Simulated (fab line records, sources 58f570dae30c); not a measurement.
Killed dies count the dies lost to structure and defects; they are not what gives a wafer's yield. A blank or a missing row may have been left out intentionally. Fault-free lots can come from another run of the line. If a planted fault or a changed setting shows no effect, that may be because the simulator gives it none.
Which of the tools did it? + flow berkeley cmos170 + 15 lots, 45 wafers sampled, at 4 steps of a route of 331

## WHAT THE GAUGES SHOWED, per wafer
UCB170_NVT_OVL_MEAS_06.
| lot  | measured    | on         | NVT_OVL (nm) |
|------|-------------|------------|--------------|
| L381 | day 5 10:28 | overlay-02 | 8 2 4        |
| L383 | day 5 21:24 | overlay-02 | -1 -5 -1     |
| L384 | day 5 21:41 | overlay-01 | 5 3 9        |
| L386 | day 6 18:16 | overlay-02 | 5 -4 3       |
| L388 | day 6 18:54 | overlay-01 | 5 5 6        |
| L387 | day 6 18:55 | overlay-02 | 7 11 5       |
| L391 | day 7 06:27 | overlay-01 | -1 1 3       |
| L393 | day 7 13:22 | overlay-02 | 4 8 7        |
| L394 | day 7 13:55 | overlay-02 | 8 10 5       |
| L396 | day 8 15:25 | overlay-02 | 7 4 8        |
| L401 | day 9 00:19 | overlay-01 | 6 8 7        |
| L402 | day 9 16:01 | overlay-01 | 10 7 7       |
| L400 | day 9 16:06 | overlay-01 | 0 1 2        |
| L403 | day 9 22:07 | overlay-02 | 5 2 4        |
| L404 | day 9 22:23 | overlay-02 | -6 -1 2      |

UCB170_SDANNEAL_RS_MEAS_02: measures by four-point-probe.
| lot  | measured     | on            | PSD_RS (ohm/sq) |
|------|--------------|---------------|-----------------|
| L381 | day 6 20:01  | film metro-01 | 75.4 75.2 74.9  |
| L383 | day 7 04:21  | film metro-01 | 75.4 75.0 75.8  |
| L384 | day 7 04:40  | film metro-03 | 75.4 75.2 75.2  |
| L386 | day 7 22:44  | film metro-03 | 75.4 75.4 75.6  |
| L388 | day 7 23:20  | film metro-01 | 75.7 75.8 75.6  |
| L387 | day 8 00:00  | film metro-02 | 75.6 75.7 75.6  |
| L391 | day 8 09:58  | film metro-02 | 75.4 75.5 75.3  |
| L393 | day 8 17:38  | film metro-02 | 76.4 75.8 76.0  |
| L394 | day 8 17:17  | film metro-03 | 76.1 76.0 76.1  |
| L396 | day 9 17:25  | film metro-02 | 75.7 75.8 75.8  |
| L401 | day 10 05:19 | film metro-03 | 75.3 75.7 75.6  |
| L402 | day 10 22:25 | film metro-02 | 75.7 75.8 75.5  |
| L400 | day 10 22:45 | film metro-03 | 75.2 75.5 75.7  |
| L403 | day 10 22:17 | film metro-03 | 75.3 75.4 75.5  |
| L404 | day 11 01:52 | film metro-02 | 75.9 75.9 75.9  |

## WHICH TOOL RAN EACH LOT (tool, then ch and the chambers of the sampled wafers, then the start)
| lot  | UCB170_NSD_PEB_04                 | UCB170_SDANNEAL_RTA_00           |
|------|-----------------------------------|----------------------------------|
| L381 | litho track-03 ch 0, day 6 17:44  | rtp anneal-02 ch 0, day 6 19:49  |
| L383 | litho track-03 ch 0, day 7 02:27  | rtp anneal-01 ch 0, day 7 04:13  |
| L384 | litho track-04 ch 0, day 7 02:33  | rtp anneal-02 ch 0, day 7 04:32  |
| L386 | litho track-03 ch 0, day 7 20:20  | rtp anneal-02 ch 0, day 7 22:37  |
| L388 | litho track-04 ch 0, day 7 20:52  | rtp anneal-01 ch 0, day 7 23:11  |
| L387 | litho track-03 ch 0, day 7 21:24  | rtp anneal-02 ch 0, day 7 23:51  |
| L391 | litho track-03 ch 0, day 8 08:12  | rtp anneal-01 ch 0, day 8 09:50  |
| L393 | litho track-01 ch 0, day 8 14:53  | rtp anneal-01 ch 0, day 8 17:29  |
| L394 | litho track-03 ch 0, day 8 14:25  | rtp anneal-02 ch 0, day 8 17:10  |
| L396 | litho track-04 ch 0, day 9 15:17  | rtp anneal-01 ch 0, day 9 17:17  |
| L401 | litho track-03, day 10 03:20      | rtp anneal-02 ch 0, day 10 05:10 |
| L402 | litho track-03, day 10 20:29      | rtp anneal-02 ch 0, day 10 22:18 |
| L400 | litho track-03, day 10 20:47      | rtp anneal-01 ch 0, day 10 22:35 |
| L403 | litho track-04 ch 0, day 10 20:32 | rtp anneal-01 ch 0, day 10 22:08 |
| L404 | litho track-04 ch 0, day 11 00:02 | rtp anneal-02 ch 0, day 11 01:44 |
- UCB170_NSD_PEB_04
- UCB170_SDANNEAL_RTA_00: time 10 s.

## AS READ BY THE TOOLS THEMSELVES (means over the sampled wafers that have a number; for cases with no such wafer, the mark the record gives instead)
UCB170_NSD_PEB_04.
| lot  | tool           | chill plate temp C (C) | exhaust pa (Pa) |
|------|----------------|------------------------|-----------------|
| L381 | litho track-03 | 23.01                  | 45.3            |
| L383 | litho track-03 | 23.00                  | 44.6            |
| L384 | litho track-04 | 23.08                  | 44.3            |
| L386 | litho track-03 | 22.93                  | 45.3            |
| L388 | litho track-04 | 22.88                  | 45.3            |
| L387 | litho track-03 | 23.08                  | 44.1            |
| L391 | litho track-03 | 23.01                  | 45.6            |
| L393 | litho track-01 | 23.01                  | 46.1            |
| L394 | litho track-03 | 22.91                  | 44.5            |
| L396 | litho track-04 | 22.90                  | 43.3            |
| L401 | litho track-03 | -                      | -               |
| L402 | litho track-03 | -                      | -               |
| L400 | litho track-03 | -                      | -               |
| L403 | litho track-04 | 22.94                  | 44.4            |
| L404 | litho track-04 | 23.00                  | 45.7            |

UCB170_SDANNEAL_RTA_00.
| lot  | tool          | lamp power pct (%) | wafer_temp_C_max |
|------|---------------|--------------------|------------------|
| L381 | rtp anneal-02 | 22.4               | 903.4            |
| L383 | rtp anneal-01 | 25.9               | 903.8            |
| L384 | rtp anneal-02 | 22.4               | 903.0            |
| L386 | rtp anneal-02 | 22.4               | 903.2            |
| L388 | rtp anneal-01 | 25.9               | 904.9            |
| L387 | rtp anneal-02 | 22.4               | 903.8            |
| L391 | rtp anneal-01 | 25.9               | 904.8            |
| L393 | rtp anneal-01 | 25.9               | 904.7            |
| L394 | rtp anneal-02 | 22.4               | 903.4            |
| L396 | rtp anneal-01 | 25.9               | 904.1            |
| L401 | rtp anneal-02 | 22.4               | 904.0            |
| L402 | rtp anneal-02 | 22.4               | 902.7            |
| L400 | rtp anneal-01 | 25.9               | 904.4            |
| L403 | rtp anneal-01 | 25.9               | 904.7            |
| L404 | rtp anneal-02 | 22.4               | 903.7            |

## THE ANSWER, worked out from the rows above alone
Rule: usual is defined by the lots themselves. Put in order of their means at a reading, lots are off if they are a third of the lots or fewer, leave a main group of 4 or more, and stand apart from it by a gap of 3 or more times the standard deviation of the main group's means; of several such gaps the widest counts. Not used: any main group whose means are identical at the precision the tables above print for the reading. A lot without any number at a reading at which 4 lots or more have one is off too. Where the step has rows for the other lots, those lots are counted as sound. The gauges are gone through in route order, then the tools' own readings, and for those a lot's mean is taken as printed above. The first step at which some lot is off is used, and at that step the reading that is off furthest; a lot without a number counts as furthest.
Off at UCB170_NSD_PEB_04 (chill plate temp C): L401, L402, L400. Without a number there: L401, L402, L400. The main group has a mean of 22.98 C with a standard deviation of 0.064.
If a tool, at that step or one of the process steps before it, ran each lot that is off and ran no sound lot following the first of them, it fits. One candidate fits, namely litho track-03 at UCB170_NSD_PEB_04. A fault onset in the window from L394 (day 8 14:25, its last sound lot) to L401 (day 10 03:20, its first lot off) fits.
Blank at UCB170_NSD_PEB_04 on the lots that are off, where sound lots have numbers: chill plate temp C, exhaust pa.

## WHAT THE SIMULATOR HAD INSERTED
Step skipped in full: litho track-03, at UCB170_NSD_PEB_04, from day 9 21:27 onward. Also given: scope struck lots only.
Lots struck among those shown: L401, L402, L400. Same finding as the rule above.
